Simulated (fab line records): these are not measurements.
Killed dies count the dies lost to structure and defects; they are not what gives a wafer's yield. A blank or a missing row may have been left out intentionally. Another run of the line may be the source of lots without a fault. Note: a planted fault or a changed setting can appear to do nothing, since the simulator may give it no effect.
A lot that was struck, set against a sound lot | flow rit-cmos | 28 out of 202 route steps
Sound: wafers L404.1, L404.2, L404.6. The struck wafers were L409.2, L409.4, L409.6. The cause comes at the end.
Order at every step that has rows: each side's tool, ch and its chambers, its first start. Under that, the readings that differ: sound wafers | struck wafers | difference of the means | sigmas: that difference in standard deviations of wafers without a fault.
alike: a reading whose means differ by less than 2 such deviations, as well as words and numbers matching on both sides. not compared: withheld readings; readings where some wafer has no value; bounds like >300 that might hide an equal value; numbers whose values overlap and for which the record gives no deviation.
A row with sigmas, a row that says differs or no value, or rows on one side alone: a step with any of these is where the two part. Numbers that don't overlap but have no deviation are shown without sigmas and don't part them. Lack of a reading on every wafer of one side parts them only where that side has two or more wafers.

RIT_ACTIVE_BOW_MEAS_00:
  struck on film-metro-02, day 4 13:01; sound on film-metro-02, day 3 12:00
  alike: INCOMING_BOW
RIT_ACTIVE_OXIDATION_01: target thk 46.8 nm, ox time 3360 s.
  sound on furnace-04 ch 0, day 3 18:20; struck on furnace-03 ch 0, day 4 17:44
  reading                                       | sound            | struck            | difference | sigmas
  zone-power-centre-pct (%)                     | 45 45 45         | 56 54 54          | +10        | +2
  model.SiO2_of_ACTIVE_OXIDATION_01.thk-nm (nm) | 46.56 46.7 46.19 | 49.72 50.38 50.16 | +3.60      |
  alike: tube-center-temp-C, zone-power-load-pct
RIT_ACTIVE_THK_MEAS_02:
  struck on film-metro-02, day 4 19:41; sound on film-metro-02, day 3 20:16
  reading               | sound          | struck         | difference | sigmas
  ACTIVE_OXIDE_THK (nm) | 46.6 46.8 46.2 | 49.7 50.4 50.1 | +3.5       | +4
then, 1 step without rows for these wafers: RIT_ACTIVE_CVD_03 (deposits Si3N4 from SiH2Cl2/NH3, target thk 150 nm, time 1500 s).
RIT_ACTIVE_THK_MEAS_04:
  struck on film-metro-02, day 4 21:10; sound on film-metro-01, day 3 21:44
  alike: ACTIVE_NITRIDE_THK
then, 6 steps without rows for these wafers: RIT_ACTIVE_HMDS_05 (prime time 60 s); RIT_ACTIVE_COAT_06 (resist thk 1000 nm); RIT_ACTIVE_SOFTBAKE_07 (time 60 s); RIT_ACTIVE_EXPOSE_08 (exposes mask M1, target cd 1400 nm); RIT_ACTIVE_PEB_09; RIT_ACTIVE_DEVELOP_10 (develop time 50 s).
RIT_ACTIVE_CD_MEAS_11 targets a cd of 1400 nm.
  struck on cd-sem-02, day 4 22:05; sound on cd-sem-01, day 3 22:53
  alike: cd-nm
then, 1 step without rows for these wafers: RIT_ACTIVE_HARDBAKE_12 (time 60 s).
RIT_ACTIVE_ETCH_13: etches Si3N4 in SF6, stops on SiO2, time 210 s, target depth 210 nm.
  sound on rie-diel-03 ch 0,1, day 3 23:10; struck on rie-diel-02 ch 2,3, day 4 22:22
  alike: drypump-motor-current-A, oes-product-au, throttle-valve-pct
  not compared: rf-hours-counter-h
RIT_ACTIVE_STRIP_14: strips in O2, time 180 s.
  sound on plasma-asher-02 ch 0,1, day 3 23:18; struck on plasma-asher-03 ch 0,1, day 4 22:30
  alike: drypump-motor-current-A, o2-flow-sccm
  not compared: rf-hours-counter-h
RIT_ACTIVE_CD_MEAS_90 targets a cd of 1400 nm.
  struck on cd-sem-01, day 4 22:41; sound on cd-sem-02, day 3 23:28
  alike: cd-nm
then, 4 steps without rows for these wafers: RIT_ACTIVE_CLEAN_15 (cleans in SC1, time 600 s); RIT_ACTIVE_CLEAN_16 (cleans in dHF, time 30 s); RIT_ACTIVE_CLEAN_17 (cleans in SC2, time 600 s); RIT_FOX1_OXIDATION_00 (target thk 350.7 nm, ox time 1130 s).
RIT_FOX1_THK_MEAS_01:
  struck on film-metro-04, day 5 02:01; sound on film-metro-02, day 4 06:34
  alike: FOX1_OXIDE_THK
then, 2 steps without rows for these wafers: RIT_FOX1_WET_ETCH_02 (etches SiO2 in BOE, target depth 350 nm, time 390 s); RIT_FOX2_OXIDATION_00 (target thk 350.7 nm, ox time 1130 s).
RIT_FOX2_THK_MEAS_01:
  struck on film-metro-03, day 5 04:24; sound on film-metro-02, day 4 08:06
  alike: FOX2_OXIDE_THK
then, 1 step without rows for these wafers: RIT_FOX2_CLEAN_02 (cleans in dHF, time 180 s).
RIT_FOX2_WET_ETCH_03: etches Si3N4 in H3PO4, target depth 195 nm, time 2700 s.
  sound on wet-bench-02 ch 1, day 4 08:13; struck on wet-bench-02 ch 3, day 5 04:31
  reading                                       | sound           | struck            | difference | sigmas
  model.SiO2_of_ACTIVE_OXIDATION_01.thk-nm (nm) | 41.4 41.5 41.07 | 44.16 43.85 44.52 | +2.85      |
RIT_FOX2_THK_MEAS_90:
  struck on film-metro-04, day 5 05:17; sound on film-metro-02, day 4 08:59
  alike: FIELD_OXIDE_LEFT_1_THK
RIT_M1_PROBE_99:
  struck on prober-02, day 7 00:44; sound on prober-02, day 6 10:27
  alike: killed-at-contacts, killed-at-front-end, killed-dies, killed-on-rim, killed-open, killed-short

== WHERE THEY PART ==
Last at RIT_ACTIVE_THK_MEAS_02 as far as this record goes, first at RIT_ACTIVE_OXIDATION_01. Later steps at which nothing parts them and some readings are alike: RIT_ACTIVE_THK_MEAS_04, RIT_ACTIVE_CD_MEAS_11, RIT_ACTIVE_ETCH_13, RIT_ACTIVE_STRIP_14, RIT_ACTIVE_CD_MEAS_90, RIT_FOX1_THK_MEAS_01, RIT_FOX2_THK_MEAS_01, RIT_FOX2_THK_MEAS_90, RIT_M1_PROBE_99.

WHY: what had been put in by the simulator
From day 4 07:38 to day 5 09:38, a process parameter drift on furnace-03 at RIT_ACTIVE_OXIDATION_01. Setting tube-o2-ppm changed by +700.
